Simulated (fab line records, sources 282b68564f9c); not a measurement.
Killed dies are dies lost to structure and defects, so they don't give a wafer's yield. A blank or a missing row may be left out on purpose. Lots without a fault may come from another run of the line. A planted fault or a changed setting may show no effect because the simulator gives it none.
Split-lot experiment | flow rit_cmos | 5 lots, 23 wafers read, on a route of 202 steps

THE SPLIT
At RIT_M1_DEVELOP_08 (develop time 68 s), the setting develop_time_s was moved away from the recipe's 68 s on 6 of the 23 wafers read, by -14.7% to +5.3%. The other wafers ran this setting at the recipe's value.

The file shows no step between the split and the reading.

THE READING
cd_nm, in nm, at RIT_M1_CD_MEAS_09 (target cd 2600 nm). Fault-free wafers of this fab line usually give 2600.7 nm, standard deviation 2.1 nm.

wafer  | tool, chamber at the split | develop_time_s as run, s | against the recipe | cd_nm, nm | against lot-mates on the recipe
L074.3 | litho_track-02, 0          | 68                       | recipe             | 2601.5    | -
L074.5 | litho_track-02, 0          | 68                       | recipe             | 2604.6    | -
L074.6 | litho_track-02, 0          | 68                       | recipe             | 2604.6    | -
L076.1 | litho_track-01, 0          | 68                       | recipe             | 2600.9    | -
L076.3 | litho_track-01, 0          | 71.61                    | +5.3%              | 2595.0    | -5.4
L076.4 | litho_track-01, 0          | 71.61                    | +5.3%              | 2594.9    | -5.5
L076.5 | litho_track-01, 0          | 68                       | recipe             | 2600.2    | -
L076.6 | litho_track-01, 0          | 68                       | recipe             | 2600.0    | -
L077.1 | litho_track-03, 0          | 68                       | recipe             | 2601.5    | -
L077.2 | litho_track-03, 0          | 68                       | recipe             | 2602.0    | -
L077.4 | litho_track-03, 0          | 68                       | recipe             | 2600.2    | -
L077.5 | litho_track-03, 0          | 68                       | recipe             | 2602.2    | -
L077.6 | litho_track-03, 0          | 68                       | recipe             | 2604.2    | -
L080.1 | litho_track-01, 0          | 68                       | recipe             | 2597.6    | -
L080.2 | litho_track-01, 0          | 68                       | recipe             | 2600.8    | -
L080.3 | litho_track-01, 0          | 68                       | recipe             | 2599.7    | -
L080.4 | litho_track-01, 0          | 58.3                     | -14.3%             | 2614.4    | +15.0
L080.5 | litho_track-01, 0          | 58.3                     | -14.3%             | 2614.2    | +14.8
L083.1 | litho_track-01, 0          | 57.98                    | -14.7%             | 2614.1    | +14.6
L083.2 | litho_track-01, 0          | 68                       | recipe             | 2597.9    | -
L083.3 | litho_track-01, 0          | 68                       | recipe             | 2600.9    | -
L083.5 | litho_track-01, 0          | 68                       | recipe             | 2599.7    | -
L083.6 | litho_track-01, 0          | 57.98                    | -14.7%             | 2614.9    | +15.4

THE FIT
A straight line over all 23 wafers: cd_nm changes by -0.941 nm for each +1% of develop_time_s; r = -0.95; the points scatter about the line by 1.8 nm.
The same after taking each lot's own level away (the mean of its wafers on the recipe; 23 wafers): -1.03 nm for each +1%; r = -0.99; scatter 1.1 nm.
On that fit, the largest move of develop_time_s shifts the reading by 15 nm.
The lots' own levels span 2599.37 to 2603.57 nm, that is 2.0 times the standard deviation above.
So the lot-to-lot level changes the slope little: the two slopes agree.
Check: with one of the wafers moved furthest among these (-14.7%) left out of the fit, the line predicts +15.4 nm for it against its lot-mates. It came out at +14.6 nm against them.

OTHER SPLITS ON THESE WAFERS
These wafers also went through other splits before the reading. Each is held against what the fit with the lots' levels taken away leaves over:
other split on the same wafers              | wafers away from the commonest value | r with cd_nm (lot level and that fit taken away)
RIT_PSD_IMPLANT_08 energy_kev               | 5                                    | -0.17
RIT_SILICIDE_SPUTTER_01 chamber_pressure_pa | 18                                   | +0.03
RIT_CONTACT_CVD_00 time_s                   | 6                                    | -0.24
RIT_M1_SPUTTER_00 time_s                    | 8                                    | -0.12

THE FILE'S OWN FIT
cd_nm changes by -1.03 nm for each +1% of develop_time_s, r = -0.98.
